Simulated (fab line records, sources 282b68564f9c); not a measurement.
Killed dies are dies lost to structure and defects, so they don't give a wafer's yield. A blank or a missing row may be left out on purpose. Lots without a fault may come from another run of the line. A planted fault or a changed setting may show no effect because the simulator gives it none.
Which tool did it? | flow rit_cmos | 7 lots, 21 wafers sampled, at 2 steps of a route of 202

WHAT THE GAUGES READ, wafer by wafer
RIT_NRETRO_TW_MEAS_10.
lot  | measured    | on            | NRETRO_TW
L489 | day 2 16:16 | film_metro-02 | 1049 1040 1049
L493 | day 3 13:59 | film_metro-04 | 1041 1044 1038
L495 | day 4 01:05 | film_metro-03 | 1050 1057 1049
L497 | day 4 09:52 | film_metro-03 | 1044 1055 1047
L499 | day 4 21:40 | film_metro-02 | 1056 1053 1059
L501 | day 5 07:06 | film_metro-03 | 1050 1046 1049
L504 | day 5 22:25 | film_metro-03 | 1054 1054 1044

WHICH TOOL RAN EACH LOT (tool, then ch and the chambers of the sampled wafers, then the start)
lot  | RIT_PWELL_COAT_01
L489 | litho_track-04 ch 0, day 2 07:56
L493 | litho_track-04 ch 0, day 3 05:41
L495 | litho_track-01 ch 0, day 3 16:41
L497 | litho_track-01 ch 0, day 4 01:33
L499 | litho_track-04 ch 0, day 4 11:46
L501 | litho_track-01 ch 0, day 4 22:37
L504 | litho_track-01 ch 0, day 5 13:58
- RIT_PWELL_COAT_01: resist thk 1300 nm.

THE ANSWER, worked out from the rows above alone
Rule: what is usual is taken from the lots themselves. Put in order of their means at a reading, lots are off if they are a third of the lots or fewer, leave a main group of 4 or more, and stand apart from it by a gap of 3 or more times the standard deviation of the main group's means; of several such gaps the widest counts. A main group whose means are all the same, to the digits that the tables above print for the reading, isn't used. A lot without any number at a reading at which 4 lots or more have one is off too. The other lots that the step has rows for count as sound.
No lot is off at any reading shown: from this, nothing can be told.

WHAT THE SIMULATOR HAD PUT IN
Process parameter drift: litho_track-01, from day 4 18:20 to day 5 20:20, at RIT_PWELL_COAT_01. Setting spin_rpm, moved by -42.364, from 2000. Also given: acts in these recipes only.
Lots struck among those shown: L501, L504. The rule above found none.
